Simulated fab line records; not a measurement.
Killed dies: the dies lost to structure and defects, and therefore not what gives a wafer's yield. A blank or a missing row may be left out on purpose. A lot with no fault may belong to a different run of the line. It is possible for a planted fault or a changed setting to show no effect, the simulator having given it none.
Split-lot experiment ; flow berkeley_cmos170 ; 5 lots, 23 wafers read, on a route of 331 steps

THE SPLIT ITSELF
At UCB170_PWELL_CVD_05 (deposits Si3N4 from SiH2Cl2/NH3, target thk 220 nm, time 3300 s), the setting sih2cl2_flow_sccm was moved away from the recipe's 25 sccm on 15 of the 23 wafers read, by -8.9% to +14.8%. For the rest of the wafers, this setting stayed at what the recipe calls for.

Split to reading: the file shows no intervening step.

THE READING
Values of PWELL_NITRIDE_THK in nm from UCB170_PWELL_THK_MEAS_06. Typical for fault-free wafers on this fab line: 220.5 nm, with standard deviation 1.7 nm.

wafer;tool, chamber at the split;sih2cl2_flow_sccm as run, sccm;against the recipe;PWELL_NITRIDE_THK, nm;against lot-mates on the recipe
L074.3;lpcvd-01, 0;25;recipe;219.5;-
L074.4;lpcvd-01, 0;25;recipe;218.7;-
L074.6;lpcvd-01, 0;25;recipe;219.5;-
L076.1;-, -;25;recipe;218.2;-
L076.2;-, -;25;recipe;217.8;-
L076.4;-, -;25;recipe;218.7;-
L076.5;-, -;25;recipe;219.2;-
L076.6;-, -;25;recipe;218.6;-
L080.1;-, -;23.32;-6.7%;218.3;no lot-mate on the recipe
L080.2;-, -;23.32;-6.7%;218.9;no lot-mate on the recipe
L080.4;-, -;23.32;-6.7%;218.2;no lot-mate on the recipe
L080.5;-, -;23.32;-6.7%;216.6;no lot-mate on the recipe
L080.6;-, -;23.32;-6.7%;218.2;no lot-mate on the recipe
L082.1;-, -;22.78;-8.9%;216.6;no lot-mate on the recipe
L082.3;-, -;22.78;-8.9%;217.0;no lot-mate on the recipe
L082.4;-, -;22.78;-8.9%;215.4;no lot-mate on the recipe
L082.5;-, -;22.78;-8.9%;214.8;no lot-mate on the recipe
L082.6;-, -;22.78;-8.9%;216.9;no lot-mate on the recipe
L081.2;-, -;28.69;+14.8%;229.9;no lot-mate on the recipe
L081.3;-, -;28.69;+14.8%;231.2;no lot-mate on the recipe
L081.4;-, -;28.69;+14.8%;231.0;no lot-mate on the recipe
L081.5;-, -;28.69;+14.8%;229.9;no lot-mate on the recipe
L081.6;-, -;28.69;+14.8%;229.0;no lot-mate on the recipe

THE FIT
A straight line over all 23 wafers: PWELL_NITRIDE_THK changes by +0.581 nm for each +1% of sih2cl2_flow_sccm; r = +0.95; the points scatter about the line by 1.6 nm.
Too few moved wafers have a lot-mate on the recipe to fit a line with each lot's own level taken away.

THE WHOLE CHAIN: every reading that the file lists as answering this split, in the file's order
step;what it does;reading;change (the file's fit);r (the file's)
UCB170_PWELL_CVD_05;deposits Si3N4 from SiH2Cl2/NH3, target thk 220 nm, time 3300 s;Si3N4_of_PWELL_CVD_05.thk_nm (the simulator's own value, which no gauge read);+0.581 nm for each +1% of the setting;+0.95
UCB170_PWELL_THK_MEAS_06;;PWELL_NITRIDE_THK;+0.581 for each +1% of the setting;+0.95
UCB170_PWELL_ETCH_14;etches Si3N4 in CH3F/Ar/O2, stops on SiO2, target depth 242 nm, time 151 s;etch.depth_nm (the simulator's own value, which no gauge read);+0.581 nm for each +1% of the setting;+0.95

THE FILE'S OWN FIT
PWELL_NITRIDE_THK changes by +0.581 nm for each +1% of sih2cl2_flow_sccm, r = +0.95.
